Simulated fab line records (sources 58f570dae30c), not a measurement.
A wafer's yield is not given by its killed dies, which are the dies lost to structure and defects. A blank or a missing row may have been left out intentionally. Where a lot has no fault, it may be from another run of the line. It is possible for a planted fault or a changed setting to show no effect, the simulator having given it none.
A lot that was struck, set against a sound lot / flow berkeleyCmos170 / 23 out of 331 route steps
Sound: these wafers, L867.1, L867.4, L867.6. The struck wafers were L869.1, L869.2, L869.5. The cause is named last.
Each step with rows lists, per side, the tool, then ch with its chambers, then its first start. Under that, the readings that differ: sound wafers / struck wafers / difference of the means / sigmas: that difference in standard deviations of wafers without a fault.
alike: readings with means less than 2 such deviations apart, plus words and numbers identical on both sides. not compared: withheld readings, readings lacking a value on some wafer, bounds such as >300 that could conceal the same value, and numbers that have no deviation in the record and whose values overlap.
The two part at a step that has a row with sigmas, a row that says differs or no value, or rows on one side only. When numbers do not overlap yet have no deviation, they are printed without sigmas and do not part them. Lack of a reading on every wafer of one side parts them only where that side has two or more wafers.

first, 6 steps without rows for these wafers: UCB170_ZERO_HMDS_00 (prime time 60 s); UCB170_ZERO_COAT_01 (resist thk 900 nm); UCB170_ZERO_SOFTBAKE_02 (time 60 s); UCB170_ZERO_EXPOSE_03 (exposes mask PM MARKS, target cd 4000 nm); UCB170_ZERO_PEB_04; UCB170_ZERO_DEVELOP_05 (develop time 45 s).
UCB170_ZERO_ETCH_06: etches SiO2 in CHF3/CF4/Ar, time 12 s.
  sound on rieDiel-01 ch 1,2,3, day 2 20:00; struck on rieDiel-04 ch 0,2,3, day 3 06:54
  alike: drypumpMotorCurrentA, oesProductAu, throttleValvePct
  not compared: rfHoursCounterH
UCB170_ZERO_STRIP_07: strips in O2.
  sound on plasmaAsher-04 ch 0, day 2 20:01; struck on plasmaAsher-02 ch 0,1, day 3 06:55
  alike: drypumpMotorCurrentA, oesProductAu, stripTimeToEndpointS
  not compared: rfHoursCounterH
then, 2 steps without rows for these wafers: UCB170_NWELL_WET_ETCH_00 (etches SiO2 in dHF, time 200 s); UCB170_NWELL_OXIDATION_01 (target thk 26.4 nm, ox time 1260 s).
UCB170_NWELL_THK_MEAS_02:
  sound: filmMetro-01 at day 3 01:26; struck: filmMetro-02 at day 3 12:56
  alike: NWELL_OXIDE_THK
then, 1 step without rows for these wafers: UCB170_NWELL_ANNEAL_03 (time 900 s).
UCB170_NWELL_CVD_04: deposits Si3N4 from SiH2Cl2/NH3, target thk 224 nm, time 3360 s.
  sound on lpcvd-01 ch 0, day 3 05:26; struck on lpcvd-01 ch 1, day 3 14:51
reading=spikeTcCentreC (C); sound=803.4 803.1 803.1; struck=854.8 857.4 857.2; difference=+53.3; sigmas=+36
reading=spikeTcLoadC (C); sound=822.4 820.8 821.5; struck=876.9 874.9 875.2; difference=+54.1; sigmas=+22
reading=spikeTcSourceC (C); sound=821.1 821.2 822.9; struck=877.4 876.5 878.4; difference=+55.7; sigmas=+21
reading=susceptorTempC (C); sound=799.7 800.1 800.2; struck=851.5 851.2 851.4; difference=+51.4; sigmas=+99 or more
reading=zonePowerCentrePct (%); sound=34.7 34.0 34.4; struck=39.7 40.6 39.8; difference=+5.7; sigmas=+2
reading=zonePowerLoadPct (%); sound=18.2 18.0 17.9; struck=23.1 23.0 23.1; difference=+5.0; sigmas=+6
reading=zonePowerSourcePct (%); sound=19.0 19.2 19.1; struck=24.2 24.0 24.1; difference=+5.0; sigmas=+3
reading=model.Si3N4_of_NWELL_CVD_04.thkNm (nm); sound=230 229.4 228.5; struck=379 379.5 379.1; difference=+150; sigmas=
UCB170_NWELL_THK_MEAS_05:
  sound: filmMetro-02 at day 3 07:22; struck: filmMetro-01 at day 3 16:50
reading=NWELL_NITRIDE_THK (nm); sound=230.1 229.4 228.5; struck=379.3 379.7 379.1; difference=+150.0; sigmas=+58
then, 6 steps without rows for these wafers: UCB170_NWELL_HMDS_06 (prime time 60 s); UCB170_NWELL_COAT_07 (resist thk 900 nm); UCB170_NWELL_SOFTBAKE_08 (time 60 s); UCB170_NWELL_EXPOSE_09 (exposes mask NWELL, target cd 3000 nm); UCB170_NWELL_PEB_10; UCB170_NWELL_DEVELOP_11 (develop time 45 s).
UCB170_NWELL_OVL_MEAS_12:
  sound: overlay-02 at day 3 08:32; struck: overlay-01 at day 3 18:01
  alike: NWELL_OVL
UCB170_NWELL_ETCH_13: etches Si3N4 in CH3F/Ar/O2, stops on SiO2, target depth 246.4 nm, time 154 s.
  sound on rieDiel-03 ch 1,2, day 3 08:34; struck on rieDiel-03 ch 0,1,3, day 3 18:03
reading=oesProductAu (a.u.); sound=0.957 0.958 0.964; struck=1.030 1.003 1.009; difference=+0.054; sigmas=+3
reading=model.etch.depthNm (nm); sound=230 229.4 228.5; struck=245.1 247.5 249.6; difference=+18.1; sigmas=
  alike: drypumpMotorCurrentA, throttleValvePct
  not compared: rfHoursCounterH
following that, these wafers have no rows for 1 step: UCB170_NWELL_IMPLANT_14.

== WHERE THEY PART ==
Earliest at UCB170_NWELL_CVD_04; latest, in this record, at UCB170_NWELL_ETCH_13.

WHY: whatever the simulator had introduced
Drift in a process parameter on lpcvd-01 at UCB170_NWELL_CVD_04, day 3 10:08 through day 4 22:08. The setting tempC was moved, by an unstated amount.
